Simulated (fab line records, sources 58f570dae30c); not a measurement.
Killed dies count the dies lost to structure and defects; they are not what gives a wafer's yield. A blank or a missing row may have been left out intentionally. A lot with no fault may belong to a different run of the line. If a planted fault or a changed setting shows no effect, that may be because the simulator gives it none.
Which tool did it? -- flow berkeleyCmos170 -- Sampling: 14 lots, 42 wafers, 6 of 331 route steps

## WHAT THE GAUGES SHOWED, per wafer
UCB170_V1_BOW_MEAS_03.
lot,measured,on,V1_BOW (um)
L145,day 8 01:28,filmMetro-03,32 18 19
L146,day 8 01:08,filmMetro-01,25 20 28
L150,day 8 17:56,filmMetro-01,24 13 25
L149,day 8 17:55,filmMetro-03,18 12 17
L153,day 9 04:56,filmMetro-01,32 15 25
L151,day 9 04:39,filmMetro-01,30 11 21
L156,day 9 16:35,filmMetro-04,17 17 14
L157,day 9 16:34,filmMetro-01,20 18 22
L155,day 9 16:51,filmMetro-04,21 22 18
L159,day 10 15:46,filmMetro-04,26 13 32
L161,day 10 19:05,filmMetro-04,15 21 12
L164,day 11 14:09,filmMetro-01,17 18 13
L165,day 11 14:09,filmMetro-03,27 21 17
L163,day 11 14:29,filmMetro-03,18 18 29

UCB170_M2_CD_MEAS_90: the cd target is 700 nm.
lot,measured,on,cdNm (nm)
L145,day 8 08:19,cdSem-02,692 697 694
L146,day 8 07:35,cdSem-02,695 699 696
L150,day 9 01:36,cdSem-02,700 698 697
L149,day 9 01:13,cdSem-01,705 709 703
L153,day 9 11:19,cdSem-01,708 708 695
L151,day 9 11:37,cdSem-02,698 699 699
L156,day 9 21:15,cdSem-02,698 706 704
L157,day 9 20:59,cdSem-01,699 696 696
L155,day 9 21:27,cdSem-01,711 702 701
L159,day 10 22:16,cdSem-01,695 694 706
L161,day 11 00:47,cdSem-02,697 707 708
L164,day 11 18:53,cdSem-01,692 725 723
L165,day 11 19:08,cdSem-02,697 695 695
L163,day 11 19:54,cdSem-01,695 724 696

## WHICH TOOL RAN EACH LOT (tool, then ch and the chambers of the sampled wafers, then the start)
lot,UCB170_M1_STRIP_13,UCB170_M2_STRIP_07,UCB170_M2_METAL_ETCH_18,UCB170_M2_STRIP_19
L145,"plasmaAsher-03 ch 0,1, day 7 21:24","plasmaAsher-04 ch 0,1, day 8 05:51","rieMetal-01 ch 0,1, day 8 08:01","plasmaAsher-02 ch 0,1, day 8 08:12"
L146,"plasmaAsher-04 ch 0,1, day 7 21:32","plasmaAsher-02 ch 0,1, day 8 05:24","rieMetal-04 ch 0,1, day 8 07:17","plasmaAsher-01 ch 0,1, day 8 07:29"
L150,"plasmaAsher-02 ch 0,1, day 8 11:49","plasmaAsher-02 ch 0,1, day 8 23:33","rieMetal-04 ch 0,1, day 9 01:17","plasmaAsher-01 ch 0,1, day 9 01:29"
L149,"plasmaAsher-03 ch 0, day 8 12:49","plasmaAsher-04 ch 0, day 8 22:49","rieMetal-03 ch 0, day 9 00:53","plasmaAsher-04 ch 0,1, day 9 01:04"
L153,"plasmaAsher-03 ch 0,1, day 8 22:31","plasmaAsher-04 ch 0,1, day 9 08:12","rieMetal-03 ch 0,1, day 9 11:01","plasmaAsher-04 ch 0,1, day 9 11:13"
L151,"plasmaAsher-04 ch 0,1, day 9 00:44","plasmaAsher-01 ch 0,1, day 9 08:12","rieMetal-01 ch 0,1, day 9 11:18","plasmaAsher-01 ch 0,1, day 9 11:29"
L156,"plasmaAsher-02 ch 0,1, day 9 11:01","plasmaAsher-01 ch 0,1, day 9 19:24","rieMetal-04 ch 0,1, day 9 20:59","plasmaAsher-04 ch 0,1, day 9 21:08"
L157,"plasmaAsher-02 ch 0,1, day 9 11:32","plasmaAsher-04 ch 0,1, day 9 19:14","rieMetal-01 ch 0,1, day 9 20:41","plasmaAsher-02 ch 0,1, day 9 20:52"
L155,"plasmaAsher-03 ch 0,1, day 9 12:09","plasmaAsher-02 ch 0,1, day 9 19:42","rieMetal-03 ch 0,1, day 9 21:10","plasmaAsher-01 ch 0,1, day 9 21:21"
L159,"plasmaAsher-04 ch 0,1, day 10 12:52","plasmaAsher-02 ch 0,1, day 10 20:38","rieMetal-03 ch 0,1, day 10 21:58","plasmaAsher-01 ch 0,1, day 10 22:09"
L161,"plasmaAsher-02 ch 0,1, day 10 14:44","plasmaAsher-02 ch 0,1, day 10 22:16","rieMetal-03 ch 0,1, day 11 00:28","plasmaAsher-01 ch 0,1, day 11 00:40"
L164,"plasmaAsher-04 ch 1, day 11 08:04","plasmaAsher-04 ch 0, day 11 16:47","rieMetal-03 ch 0,1, day 11 18:34","plasmaAsher-02 ch 0,1, day 11 18:46"
L165,"plasmaAsher-02 ch 0,1, day 11 08:08","plasmaAsher-01 ch 0,1, day 11 17:02","rieMetal-01 ch 0,1, day 11 18:51","plasmaAsher-04 ch 0,1, day 11 19:02"
L163,"plasmaAsher-04 ch 0,1, day 11 09:52","plasmaAsher-01 ch 0,1, day 11 17:33","rieMetal-03 ch 0,1, day 11 19:38","plasmaAsher-04 ch 0,1, day 11 19:48"
- UCB170_M1_STRIP_13: strips in O2.
- UCB170_M2_STRIP_07: strips in O2.
- UCB170_M2_METAL_ETCH_18: etches Al in Cl2/BCl3, stops on SiO2, target depth 1170 nm, time 195 s.
- UCB170_M2_STRIP_19: strips in O2.

## WHAT THE TOOLS THEMSELVES READ (means of the sampled wafers that have a number; where no wafer has one, the mark that the record gives instead)
UCB170_M1_STRIP_13.
lot,tool,drypumpMotorCurrentA (A),oesProductAu (a.u.)
L145,plasmaAsher-03,5.2,0.719
L146,plasmaAsher-04,5.9,0.720
L150,plasmaAsher-02,5.5,0.721
L149,plasmaAsher-03,5.3,0.720
L153,plasmaAsher-03,5.2,0.723
L151,plasmaAsher-04,5.9,0.722
L156,plasmaAsher-02,5.6,0.719
L157,plasmaAsher-02,5.6,0.715
L155,plasmaAsher-03,5.2,0.723
L159,plasmaAsher-04,5.9,0.715
L161,plasmaAsher-02,5.2,0.717
L164,plasmaAsher-04,5.8,0.716
L165,plasmaAsher-02,5.2,0.719
L163,plasmaAsher-04,6.0,0.721

UCB170_M2_STRIP_07.
lot,tool,drypumpMotorCurrentA (A),oesProductAu (a.u.),stripTimeToEndpointS (s)
L145,plasmaAsher-04,6.0,0.736,21.86
L146,plasmaAsher-02,5.2,0.732,21.93
L150,plasmaAsher-02,5.6,0.733,22.02
L149,plasmaAsher-04,6.1,0.734,21.90
L153,plasmaAsher-04,5.9,0.734,21.97
L151,plasmaAsher-01,5.6,0.735,21.96
L156,plasmaAsher-01,5.6,0.734,21.92
L157,plasmaAsher-04,5.9,0.735,21.91
L155,plasmaAsher-02,5.2,0.732,21.91
L159,plasmaAsher-02,5.1,0.730,21.99
L161,plasmaAsher-02,5.5,0.738,21.94
L164,plasmaAsher-04,6.2,0.734,21.95
L165,plasmaAsher-01,5.8,0.732,22.07
L163,plasmaAsher-01,5.8,0.733,21.92

UCB170_M2_METAL_ETCH_18.
lot,tool,drypumpMotorCurrentA (A),oesProductAu (a.u.),rfFwdPowerW (W),runLengthS (s),throttleValvePct (%)
L145,rieMetal-01,5.0,0.844,597.4,223.6,24.67
L146,rieMetal-04,5.9,0.855,598.1,223.6,24.91
L150,rieMetal-04,5.8,0.865,598.2,223.7,24.88
L149,rieMetal-03,5.6,0.850,596.7,222.8,24.73
L153,rieMetal-03,5.8,0.840,597.7,222.8,24.59
L151,rieMetal-01,5.0,0.843,598.6,223.4,24.61
L156,rieMetal-04,5.8,0.860,599.4,223.7,24.90
L157,rieMetal-01,5.0,0.847,598.9,223.5,24.61
L155,rieMetal-03,5.9,0.855,596.2,223.5,24.44
L159,rieMetal-03,5.9,0.852,598.8,223.2,24.44
L161,rieMetal-03,5.8,0.851,599.2,222.9,24.59
L164,rieMetal-03,5.8,0.930,599.1,180.2,24.54
L165,rieMetal-01,5.0,0.851,597.5,223.3,24.67
L163,rieMetal-03,5.9,0.890,598.7,201.6,24.43

UCB170_M2_STRIP_19.
lot,tool,drypumpMotorCurrentA (A),oesProductAu (a.u.)
L145,plasmaAsher-02,5.2,0.516
L146,plasmaAsher-01,5.8,0.537
L150,plasmaAsher-01,5.8,0.545
L149,plasmaAsher-04,5.9,0.578
L153,plasmaAsher-04,5.9,0.569
L151,plasmaAsher-01,5.6,0.518
L156,plasmaAsher-04,6.0,0.543
L157,plasmaAsher-02,5.6,0.511
L155,plasmaAsher-01,5.6,0.557
L159,plasmaAsher-01,5.6,0.548
L161,plasmaAsher-01,5.6,0.562
L164,plasmaAsher-02,5.2,0.662
L165,plasmaAsher-04,6.0,0.522
L163,plasmaAsher-04,6.0,0.604

## THE ANSWER, worked out from the rows above alone
Rule: the lots themselves supply what counts as usual. The widest of any qualifying gaps counts: lots, ordered by their means at a reading, are off when they make up no more than a third of the lots, leave a main group of 4 or more, and stand apart from it by 3 or more times the standard deviation of that group's means. If all means in a main group match to the digits the tables above print for the reading, that group is not used. A lot without any number at a reading at which 4 lots or more have one is off too. Where the step has rows for the other lots, those lots are counted as sound. First the gauges in route order, then the tools' own readings, where a lot's mean is used as printed above. The first step at which some lot is off is used, and at that step the reading that is off furthest; a lot without a number counts as furthest.
Off at UCB170_M2_METAL_ETCH_18 (runLengthS): L164, L163. For the main group the mean is 223.3 s and the standard deviation 0.32.
A tool fits if, at that step or a process step before it, it ran every lot that is off, and no sound lot after the first of them. This does not decide it: 2 tools fit, namely plasmaAsher-04 at UCB170_M1_STRIP_13 and rieMetal-03 at UCB170_M2_METAL_ETCH_18.

## WHAT THE SIMULATOR PUT IN
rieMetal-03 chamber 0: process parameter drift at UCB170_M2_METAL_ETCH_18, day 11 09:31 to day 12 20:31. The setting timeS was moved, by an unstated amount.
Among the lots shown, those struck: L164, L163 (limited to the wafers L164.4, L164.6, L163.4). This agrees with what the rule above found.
